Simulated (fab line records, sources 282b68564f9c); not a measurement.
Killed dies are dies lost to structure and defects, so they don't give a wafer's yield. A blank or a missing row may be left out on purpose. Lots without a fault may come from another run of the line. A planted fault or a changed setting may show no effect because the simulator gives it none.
Problem report in the 8D (eight disciplines) form, filled by code | flow rit_cmos | the parts of the form that need people (team, actions taken, sign-off) are left out

1. THE PROBLEM
killed_at_M0_to_M3 at RIT_M1_PROBE_99 reads a mean of 17.2 on 4 wafers of 3 lots; wafers without a fault read 0.0 with a standard deviation of 0.083. That is +99 or more standard deviations from the usual mean.
First seen on wafer L842.1, day 6 10:48, on prober-02. The record holds 45 wafers of 15 lots with a number at this step. Rule for "out", or "out of limits": more than 4 standard deviations from the usual mean. The other wafers with a number count as sound.

2. WHAT IT IS AND WHAT IT IS NOT
question                    | is                                                                                                                      | is not
which readings at this step | killed_at_M0_to_M3, defect_limited_yield, killed_dies, killed_on_rim, sort_bin_3_pad_short, sort_n_pass, sort_yield_pct | killed_at_front_end, killed_open, killed_short
which lots                  | L842, L846, L847                                                                                                        | L828, L829, L830, L831, L832, L833, L835, L836, L837, L838, L839, L840
which wafers of those lots  | L842.1, L842.4, L846.6, L847.2                                                                                          | L842.2, L846.1, L846.5, L847.1, L847.5
read on which tools         | prober-01, prober-02                                                                                                    | -
when                        | from day 6 10:48                                                                                                        | up to then (36 sound wafers); but 5 sound wafers of L842, L846, L847 came after

3. SUSPECTS, AND WHAT RULES EACH OUT
Counting: a tool at a process step up to the reading stays a suspect if it ran every lot that is out. Sound lots after the first of them don't rule it out here, since some wafers of a struck lot are sound.
- plasma_asher-03 at RIT_M1_STRIP_14 (strips in O2, time 180 s): kept. It ran every lot that is out, first L842 (day 6 08:53); its last sound lot up to then is L840 (day 5 21:15).
- Within plasma_asher-03 at RIT_M1_STRIP_14: the wafers that are out ran in chamber 0; their sound lot-mates ran in chamber 1.
Left after counting: plasma_asher-03 at RIT_M1_STRIP_14.

4. THE CAUSE (what the simulator had put in)
Chamber particle source: plasma_asher-03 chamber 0, from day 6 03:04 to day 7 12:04, at RIT_M1_STRIP_14. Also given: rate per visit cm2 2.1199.
Counting left only this tool.

5. THE CHAIN OF EFFECTS, in route order
Each row: a reading whose mean over the struck wafers that have a number lies more than 3 standard deviations from the usual. Only readings for which the record gives a usual standard deviation are gone through. hours: the time from each lot's start at the first step in this table that gives one to its start at this step, as a median over the lots. sigmas: the change in usual standard deviations.
hours | step            | reading              | usual  | on struck wafers | change | sigmas
0     | RIT_M1_PROBE_99 | defect_limited_yield | 97.5 % | 90.7             | -6.8   | -5.6
0     | RIT_M1_PROBE_99 | killed_at_M0_to_M3   | 0.0    | 17.2             | +17.2  | +99 or more
0     | RIT_M1_PROBE_99 | killed_dies          | 7      | 24               | +18    | +5.6
0     | RIT_M1_PROBE_99 | killed_on_rim        | 1.8    | 10.0             | +8.2   | +5.9
0     | RIT_M1_PROBE_99 | sort_bin_3_pad_short | 0.1 %  | 2.7              | +2.6   | +12
0     | RIT_M1_PROBE_99 | sort_bin_5_function  | 1.4 %  | 5.2              | +3.8   | +4.8
0     | RIT_M1_PROBE_99 | sort_n_pass          | 257    | 240              | -18    | -5.6
0     | RIT_M1_PROBE_99 | sort_yield_pct       | 97.5 % | 90.7             | -6.8   | -5.6
The process steps in it:
- RIT_M1_PROBE_99

6. WHAT WOULD HAVE CAUGHT IT SOONER
In this record the first reading out of limits was taken at day 6 10:48, 8 hours after the fault began at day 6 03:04.
Of the tool readings at RIT_M1_STRIP_14 for which the record gives a usual standard deviation, none was out on any struck wafer, so an alarm limit of 4 standard deviations on them would not have fired.
Of the lots that are out (3), L846, L847 began RIT_M1_STRIP_14 on plasma_asher-03 after day 6 10:48. A hold on the tool at that time would have spared those 2.
